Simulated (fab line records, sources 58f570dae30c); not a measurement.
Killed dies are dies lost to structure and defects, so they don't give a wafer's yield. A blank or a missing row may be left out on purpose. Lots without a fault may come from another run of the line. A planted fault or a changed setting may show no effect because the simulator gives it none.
Chamber matching | flow berkeley_cmos170 | UCB170_CONTACT_ETCH_17 on rie_diel-04: 4 sister chambers
The step etches BARC in N2/H2. 14 wafers are shown with their chamber, then 7 later ones without.

WAFERS WITH THEIR CHAMBER
wafer  | chamber | drypump_motor_current_A (A) | throttle_valve_pct (%) | oes_product_au (a.u.)
L075.1 | 1       | 5.84                        | 13.62                  | 1.005
L075.2 | 0       | 5.66                        | 13.49                  | 0.975
L075.5 | 3       | 5.87                        | 13.50                  | 1.044
L078.2 | 2       | 6.18                        | 13.39                  | 1.000
L078.4 | 3       | 5.89                        | 13.51                  | 1.035
L078.6 | 2       | 6.20                        | 13.37                  | 1.007
L087.2 | 2       | 6.18                        | 13.40                  | 0.999
L087.3 | 3       | 5.90                        | 13.49                  | 1.050
L087.5 | 2       | 6.17                        | 13.38                  | 1.002
L089.1 | 0       | 5.69                        | 13.49                  | 0.995
L089.2 | 3       | 5.86                        | 13.50                  | 1.059
L089.4 | 1       | 5.83                        | 13.64                  | 1.001
L091.3 | 0       | 5.68                        | 13.49                  | 0.989
L091.4 | 3       | 5.87                        | 13.49                  | 1.052

SIGNATURES (means of the wafers above)
reading                 | chamber 0 | chamber 1 | chamber 2 | chamber 3 | scatter within a chamber
drypump_motor_current_A | 5.6767    | 5.8350    | 6.1825    | 5.8780    | 0.0144
throttle_valve_pct      | 13.4900   | 13.6300   | 13.3850   | 13.4980   | 0.0099
oes_product_au          | 0.98633   | 1.00300   | 1.00200   | 1.04800   | 0.00763
Rule: a wafer's distance from a chamber is the root of the sum, over the readings, of the square of ((its reading less the chamber's mean) divided by the reading's scatter). The wafer belongs to the nearest chamber; if the next one is less than 2 further off, it can't be placed. The scatter: the root of (the sum of the squares of (reading less its chamber's mean) over the shown wafers, divided by (wafers less chambers)).

WAFERS WITHOUT THEIR CHAMBER
wafer  | drypump_motor_current_A (A) | throttle_valve_pct (%) | oes_product_au (a.u.)
L091.5 | 5.83                        | 13.63                  | 0.992
L092.3 | 5.85                        | 13.50                  | 1.048
L092.4 | 5.70                        | 13.48                  | 0.991
L092.5 | 5.90                        | 13.49                  | 1.036
L097.1 | 5.83                        | 13.62                  | 1.002
L097.2 | 5.67                        | 13.49                  | 0.991
L097.6 | 5.67                        | 13.48                  | 0.989

WHICH CHAMBER EACH WENT THROUGH
wafer  | from the rows above | in truth
L091.5 | 1                   | 1
L092.3 | 3                   | 3
L092.4 | 0                   | 0
L092.5 | 3                   | 3
L097.1 | 1                   | 1
L097.2 | 0                   | 0
L097.6 | 0                   | 0
Placed correctly: 7 of 7. Can't be placed from these rows: 0. Placed wrongly: 0.
